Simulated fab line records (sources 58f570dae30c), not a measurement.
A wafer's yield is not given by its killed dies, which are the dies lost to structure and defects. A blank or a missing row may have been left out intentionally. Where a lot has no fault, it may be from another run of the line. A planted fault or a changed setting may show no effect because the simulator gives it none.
fab line records :: flow berkeley_cmos170
record
  lots=14
  wafers=42
  last_day=14
route steps=331 shown PWELL@49
lots that met no fault: taken from a fault-free run of the same line
start_h: hours from the record's opening day to when the first of the lot's shown wafers began :: wait_h: how many hours have passed since the lot's step before this one :: " same as the row above :: L1.1+2: several wafers, shown together as one row :: - no value, or no start was given :: * or withheld: withheld :: < > ~ a bound
route shown NAME@n: NAME is a module with steps in the file, n the number in the route of the first one :: usual: mean and standard deviation over wafers with no fault :: same: alike in all rows :: chamber/n: place in a boat :: sites: per-site readings :: _std_site: standard deviation of those values :: _edge_site: inner sites' mean taken away from outer sites' mean :: radius_mm: for every site, how far away it sits from the centre of the wafer :: mask NAME#n: copy n :: behind: the tool/chamber that last shaped the wafer :: hold: what put the lot on hold/how long, in hours/how the hold closed :: device: which transistor (n, p or np) failed to switch :: end of line: tests of these same wafers at the route's end :: a step without rows: its recipe alone :: killed: not the wafer's yield, but the dies lost to structure and defects at the first sort :: map: shows each die of a wafer: x if killed, . if not, _ if none is there
set.NAME: the setting as run; set.NAME@STEP: as run at that earlier step :: model.NAME: the simulator's own value behind a step, which no gauge read
a sample of lots followed through the steps of the route, with each step as a table and each wafer as a row
services: from which hour (start_h, from the record's first day; less than 0 if before it) a tool's chamber was out of use, for how many hours, and why
## steps
# step UCB170_PWELL_IMPLANT_15
# recipe
  species=B
  dose_cm2=5e+12
  energy_kev=60
  tilt_deg=7
# usual
  beam_energy_keV=59.998/0.018
  beam_on_s=10.02/0.2
  dose_ions_cm2=5e+12/5.2e+09
  faraday_current_uA=15.8/0.31
lot.wafer: L526.2
tool: implanter-03
chamber: 0
start_h: 60.01
wait_h: 0.1
beam_energy_keV: 60.011
beam_on_s: 10.10
dose_ions_cm2: 5.008e+12
faraday_current_uA: 15.7

lot.wafer: L526.4
tool: implanter-03
chamber: 0
start_h: 60.01
wait_h: 0.1
beam_energy_keV: 59.991
beam_on_s: 10.14
dose_ions_cm2: 4.999e+12
faraday_current_uA: 15.7

lot.wafer: L526.5
tool: implanter-03
chamber: 0
start_h: 60.01
wait_h: 0.1
beam_energy_keV: 59.986
beam_on_s: 10.21
dose_ions_cm2: 4.998e+12
faraday_current_uA: 15.5

lot.wafer: L525.2
tool: implanter-04
chamber: 0
start_h: 60.29
wait_h: 0.1
beam_energy_keV: 59.996
beam_on_s: 9.84
dose_ions_cm2: 4.995e+12
faraday_current_uA: 16.1

lot.wafer: L525.5
tool: implanter-04
chamber: 0
start_h: 60.29
wait_h: 0.1
beam_energy_keV: 59.991
beam_on_s: 9.92
dose_ions_cm2: 5e+12
faraday_current_uA: 15.9

lot.wafer: L525.6
tool: implanter-04
chamber: 0
start_h: 60.29
wait_h: 0.1
beam_energy_keV: 59.995
beam_on_s: 10.19
dose_ions_cm2: 5.006e+12
faraday_current_uA: 15.6

lot.wafer: L528.1
tool: implanter-01
chamber: 0
start_h: 63.76
wait_h: 0.1
beam_energy_keV: 59.981
beam_on_s: 9.72
dose_ions_cm2: 4.994e+12
faraday_current_uA: 16.3

lot.wafer: L528.4
tool: implanter-01
chamber: 0
start_h: 63.76
wait_h: 0.1
beam_energy_keV: 59.972
beam_on_s: 9.97
dose_ions_cm2: 5.003e+12
faraday_current_uA: 15.8

lot.wafer: L528.5
tool: implanter-01
chamber: 0
start_h: 63.76
wait_h: 0.1
beam_energy_keV: 59.971
beam_on_s: 10.03
dose_ions_cm2: 5.005e+12
faraday_current_uA: 15.8

lot.wafer: L530.1
tool: implanter-03
chamber: 0
start_h: 75.73
wait_h: 0.1
beam_energy_keV: 60.000
beam_on_s: 9.96
dose_ions_cm2: 5.004e+12
faraday_current_uA: 15.9

lot.wafer: L530.4
tool: implanter-03
chamber: 0
start_h: 75.73
wait_h: 0.1
beam_energy_keV: 59.994
beam_on_s: 9.79
dose_ions_cm2: 4.993e+12
faraday_current_uA: 16.2

lot.wafer: L530.6
tool: implanter-03
chamber: 0
start_h: 75.73
wait_h: 0.1
beam_energy_keV: 60.012
beam_on_s: 10.36
dose_ions_cm2: 5.01e+12
faraday_current_uA: 15.4

lot.wafer: L529.1
tool: implanter-01
chamber: 0
start_h: 76.28
wait_h: 0.1
beam_energy_keV: 60.009
beam_on_s: 10.08
dose_ions_cm2: 4.998e+12
faraday_current_uA: 15.7

lot.wafer: L529.2
tool: implanter-01
chamber: 0
start_h: 76.28
wait_h: 0.1
beam_energy_keV: 60.009
beam_on_s: 9.77
dose_ions_cm2: 5e+12
faraday_current_uA: 16.2

lot.wafer: L529.5
tool: implanter-01
chamber: 0
start_h: 76.28
wait_h: 0.1
beam_energy_keV: 60.012
beam_on_s: 9.95
dose_ions_cm2: 4.997e+12
faraday_current_uA: 16.0

lot.wafer: L533.1
tool: implanter-03
chamber: 0
start_h: 92.57
wait_h: 0.1
beam_energy_keV: 60.018
beam_on_s: 10.02
dose_ions_cm2: 5.005e+12
faraday_current_uA: 15.8

lot.wafer: L533.3
tool: implanter-03
chamber: 0
start_h: 92.57
wait_h: 0.1
beam_energy_keV: 59.982
beam_on_s: 9.91
dose_ions_cm2: 5.003e+12
faraday_current_uA: 16.1

lot.wafer: L533.5
tool: implanter-03
chamber: 0
start_h: 92.57
wait_h: 0.1
beam_energy_keV: 60.004
beam_on_s: 10.17
dose_ions_cm2: 5.002e+12
faraday_current_uA: 15.5

lot.wafer: L535.3
tool: implanter-04
chamber: 0
start_h: 102.77
wait_h: 0.1
beam_energy_keV: 59.985
beam_on_s: 9.85
dose_ions_cm2: 4.999e+12
faraday_current_uA: 16.1

lot.wafer: L535.5
tool: implanter-04
chamber: 0
start_h: 102.77
wait_h: 0.1
beam_energy_keV: 59.990
beam_on_s: 9.74
dose_ions_cm2: 5.002e+12
faraday_current_uA: 16.2

lot.wafer: L535.6
tool: implanter-04
chamber: 0
start_h: 102.77
wait_h: 0.1
beam_energy_keV: 59.977
beam_on_s: 10.06
dose_ions_cm2: 4.996e+12
faraday_current_uA: 15.8

lot.wafer: L534.1
tool: implanter-03
chamber: 0
start_h: 102.84
wait_h: 0.1
beam_energy_keV: 60.016
beam_on_s: 10.13
dose_ions_cm2: 4.395e+12
faraday_current_uA: 13.9

lot.wafer: L534.2
tool: implanter-03
chamber: 0
start_h: 102.84
wait_h: 0.1
beam_energy_keV: 59.986
beam_on_s: 9.87
dose_ions_cm2: 4.403e+12
faraday_current_uA: 14.2

lot.wafer: L534.3
tool: implanter-03
chamber: 0
start_h: 102.84
wait_h: 0.1
beam_energy_keV: 60.029
beam_on_s: 10.08
dose_ions_cm2: 4.398e+12
faraday_current_uA: 13.8

lot.wafer: L536.2
tool: implanter-03
chamber: 0
start_h: 120.83
wait_h: 0.1
beam_energy_keV: 60.004
beam_on_s: 9.99
dose_ions_cm2: 4.396e+12
faraday_current_uA: 14.0

lot.wafer: L536.3
tool: implanter-03
chamber: 0
start_h: 120.83
wait_h: 0.1
beam_energy_keV: 59.960
beam_on_s: 10.19
dose_ions_cm2: 4.392e+12
faraday_current_uA: 13.7

lot.wafer: L536.4
tool: implanter-03
chamber: 0
start_h: 120.83
wait_h: 0.1
beam_energy_keV: 59.999
beam_on_s: 10.05
dose_ions_cm2: 4.412e+12
faraday_current_uA: 13.9

lot.wafer: L543.1
tool: implanter-01
chamber: 0
start_h: 153.59
wait_h: 0.1
beam_energy_keV: 59.987
beam_on_s: 10.10
dose_ions_cm2: 4.992e+12
faraday_current_uA: 15.7

lot.wafer: L543.3
tool: implanter-01
chamber: 0
start_h: 153.59
wait_h: 0.1
beam_energy_keV: 60.016
beam_on_s: 10.28
dose_ions_cm2: 5e+12
faraday_current_uA: 15.4

lot.wafer: L543.4
tool: implanter-01
chamber: 0
start_h: 153.59
wait_h: 0.1
beam_energy_keV: 60.028
beam_on_s: 10.12
dose_ions_cm2: 5.005e+12
faraday_current_uA: 15.7

lot.wafer: L544.2
tool: implanter-01
chamber: 0
start_h: 167.24
wait_h: 0.1
beam_energy_keV: 59.999
beam_on_s: 10.50
dose_ions_cm2: 4.998e+12
faraday_current_uA: 15.1

lot.wafer: L544.3
tool: implanter-01
chamber: 0
start_h: 167.24
wait_h: 0.1
beam_energy_keV: 60.006
beam_on_s: 9.88
dose_ions_cm2: 5.008e+12
faraday_current_uA: 16.0

lot.wafer: L544.6
tool: implanter-01
chamber: 0
start_h: 167.24
wait_h: 0.1
beam_energy_keV: 59.992
beam_on_s: 9.69
dose_ions_cm2: 4.998e+12
faraday_current_uA: 16.3

lot.wafer: L546.1
tool: implanter-04
chamber: 0
start_h: 172.83
wait_h: 0.1
beam_energy_keV: 59.998
beam_on_s: 9.95
dose_ions_cm2: 5.005e+12
faraday_current_uA: 16.0

lot.wafer: L546.3
tool: implanter-04
chamber: 0
start_h: 172.83
wait_h: 0.1
beam_energy_keV: 60.035
beam_on_s: 9.74
dose_ions_cm2: 5.003e+12
faraday_current_uA: 16.2

lot.wafer: L546.6
tool: implanter-04
chamber: 0
start_h: 172.83
wait_h: 0.1
beam_energy_keV: 59.984
beam_on_s: 9.61
dose_ions_cm2: 5.003e+12
faraday_current_uA: 16.4

lot.wafer: L548.1
tool: implanter-01
chamber: 0
start_h: 172.95
wait_h: 0.1
beam_energy_keV: 59.984
beam_on_s: 9.90
dose_ions_cm2: 4.995e+12
faraday_current_uA: 16.1

lot.wafer: L548.5
tool: implanter-01
chamber: 0
start_h: 172.95
wait_h: 0.1
beam_energy_keV: 59.968
beam_on_s: 10.19
dose_ions_cm2: 4.998e+12
faraday_current_uA: 15.6

lot.wafer: L548.6
tool: implanter-01
chamber: 0
start_h: 172.95
wait_h: 0.1
beam_energy_keV: 59.997
beam_on_s: 10.34
dose_ions_cm2: 5.001e+12
faraday_current_uA: 15.3

lot.wafer: L547.4
tool: implanter-04
chamber: 0
start_h: 173.14
wait_h: 0.1
beam_energy_keV: 60.040
beam_on_s: 9.91
dose_ions_cm2: 5e+12
faraday_current_uA: 16.0

lot.wafer: L547.5
tool: implanter-04
chamber: 0
start_h: 173.14
wait_h: 0.1
beam_energy_keV: 60.006
beam_on_s: 9.91
dose_ions_cm2: 4.995e+12
faraday_current_uA: 16.0

lot.wafer: L547.6
tool: implanter-04
chamber: 0
start_h: 173.14
wait_h: 0.1
beam_energy_keV: 60.008
beam_on_s: 10.02
dose_ions_cm2: 4.995e+12
faraday_current_uA: 15.8
# step UCB170_PWELL_TW_MEAS_17
# usual
  PWELL_TW=378/3.9
lot.wafer: L526.2
tool: film_metro-02
chamber: -
start_h: 60.25
wait_h: 0.1
PWELL_TW: 384

lot.wafer: L526.4
tool: film_metro-02
chamber: -
start_h: 60.25
wait_h: 0.1
PWELL_TW: 384

lot.wafer: L526.5
tool: film_metro-02
chamber: -
start_h: 60.25
wait_h: 0.1
PWELL_TW: 385

lot.wafer: L525.2
tool: film_metro-01
chamber: -
start_h: 60.52
wait_h: 0.1
PWELL_TW: 378

lot.wafer: L525.5
tool: film_metro-01
chamber: -
start_h: 60.52
wait_h: 0.1
PWELL_TW: 378

lot.wafer: L525.6
tool: film_metro-01
chamber: -
start_h: 60.52
wait_h: 0.1
PWELL_TW: 377

lot.wafer: L528.1
tool: film_metro-03
chamber: -
start_h: 64.01
wait_h: 0.1
PWELL_TW: 376

lot.wafer: L528.4
tool: film_metro-03
chamber: -
start_h: 64.01
wait_h: 0.1
PWELL_TW: 377

lot.wafer: L528.5
tool: film_metro-03
chamber: -
start_h: 64.01
wait_h: 0.1
PWELL_TW: 378

lot.wafer: L530.1
tool: film_metro-03
chamber: -
start_h: 75.98
wait_h: 0.1
PWELL_TW: 378

lot.wafer: L530.4
tool: film_metro-03
chamber: -
start_h: 75.98
wait_h: 0.1
PWELL_TW: 380

lot.wafer: L530.6
tool: film_metro-03
chamber: -
start_h: 75.98
wait_h: 0.1
PWELL_TW: 380

lot.wafer: L529.1
tool: film_metro-03
chamber: -
start_h: 76.53
wait_h: 0.1
PWELL_TW: 378

lot.wafer: L529.2
tool: film_metro-03
chamber: -
start_h: 76.53
wait_h: 0.1
PWELL_TW: 379

lot.wafer: L529.5
tool: film_metro-03
chamber: -
start_h: 76.53
wait_h: 0.1
PWELL_TW: 380

lot.wafer: L533.1
tool: film_metro-01
chamber: -
start_h: 92.82
wait_h: 0.1
PWELL_TW: 373

lot.wafer: L533.3
tool: film_metro-01
chamber: -
start_h: 92.82
wait_h: 0.1
PWELL_TW: 374

lot.wafer: L533.5
tool: film_metro-01
chamber: -
start_h: 92.82
wait_h: 0.1
PWELL_TW: 372

lot.wafer: L535.3
tool: film_metro-01
chamber: -
start_h: 102.99
wait_h: 0.1
PWELL_TW: 377

lot.wafer: L535.5
tool: film_metro-01
chamber: -
start_h: 102.99
wait_h: 0.1
PWELL_TW: 376

lot.wafer: L535.6
tool: film_metro-01
chamber: -
start_h: 102.99
wait_h: 0.1
PWELL_TW: 375

lot.wafer: L534.1
tool: film_metro-03
chamber: -
start_h: 103.09
wait_h: 0.1
PWELL_TW: 363

lot.wafer: L534.2
tool: film_metro-03
chamber: -
start_h: 103.09
wait_h: 0.1
PWELL_TW: 366

lot.wafer: L534.3
tool: film_metro-03
chamber: -
start_h: 103.09
wait_h: 0.1
PWELL_TW: 362

lot.wafer: L536.2
tool: film_metro-01
chamber: -
start_h: 121.07
wait_h: 0.1
PWELL_TW: 363

lot.wafer: L536.3
tool: film_metro-01
chamber: -
start_h: 121.07
wait_h: 0.1
PWELL_TW: 363

lot.wafer: L536.4
tool: film_metro-01
chamber: -
start_h: 121.07
wait_h: 0.1
PWELL_TW: 362

lot.wafer: L543.1
tool: film_metro-03
chamber: -
start_h: 153.84
wait_h: 0.1
PWELL_TW: 374

lot.wafer: L543.3
tool: film_metro-03
chamber: -
start_h: 153.84
wait_h: 0.1
PWELL_TW: 375

lot.wafer: L543.4
tool: film_metro-03
chamber: -
start_h: 153.84
wait_h: 0.1
PWELL_TW: 376

lot.wafer: L544.2
tool: film_metro-01
chamber: -
start_h: 167.47
wait_h: 0.1
PWELL_TW: 377

lot.wafer: L544.3
tool: film_metro-01
chamber: -
start_h: 167.47
wait_h: 0.1
PWELL_TW: 378

lot.wafer: L544.6
tool: film_metro-01
chamber: -
start_h: 167.47
wait_h: 0.1
PWELL_TW: 377

lot.wafer: L546.1
tool: film_metro-01
chamber: -
start_h: 173.08
wait_h: 0.1
PWELL_TW: 373

lot.wafer: L546.3
tool: film_metro-01
chamber: -
start_h: 173.08
wait_h: 0.1
PWELL_TW: 373

lot.wafer: L546.6
tool: film_metro-01
chamber: -
start_h: 173.08
wait_h: 0.1
PWELL_TW: 373

lot.wafer: L548.1
tool: film_metro-03
chamber: -
start_h: 173.20
wait_h: 0.1
PWELL_TW: 378

lot.wafer: L548.5
tool: film_metro-03
chamber: -
start_h: 173.20
wait_h: 0.1
PWELL_TW: 376

lot.wafer: L548.6
tool: film_metro-03
chamber: -
start_h: 173.20
wait_h: 0.1
PWELL_TW: 380

lot.wafer: L547.4
tool: film_metro-02
chamber: -
start_h: 173.34
wait_h: 0.1
PWELL_TW: 382

lot.wafer: L547.5
tool: film_metro-02
chamber: -
start_h: 173.34
wait_h: 0.1
PWELL_TW: 383

lot.wafer: L547.6
tool: film_metro-02
chamber: -
start_h: 173.34
wait_h: 0.1
PWELL_TW: 383
## services
tool: implanter-03
chamber: -
start_h: 172.41
hours: 3.3
kind: pm
## key
first_sign
  step=UCB170_PWELL_IMPLANT_15
  reading=dose_ions_cm2
  direction=down
  sigmas=99+
  usual=5e+12
  struck=4.399e+12
effect
  step=UCB170_PWELL_IMPLANT_15
  reading=faraday_current_uA
  direction=down
  sigmas=6.3
  usual=15.8
  struck=13.9
effect
  step=UCB170_PWELL_TW_MEAS_17
  reading=PWELL_TW
  direction=down
  sigmas=3.9
  usual=378
  struck=363
met_at UCB170_PWELL_IMPLANT_15
struck_lots L534,L536
tester_left_out L534,L536
onset_between 92.57 102.84
fault
  kind=process_parameter_drift
  tool=implanter-03
  chamber=-
  onset_h=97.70
  steps=UCB170_PWELL_IMPLANT_15
  channel=dose_cm2
  offset=-6e+11
  shape=step
  end_h=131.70
  acts_in=these_recipes_only
  stated=5e+12
# tester_left_out: of these lots the tester's yield and bins aren't shown, on N5 and GAA mostly nor the transistor test; their killed dies are dies lost to structure and defects alone, not to doping, threshold or leakage, so they don't give the yield
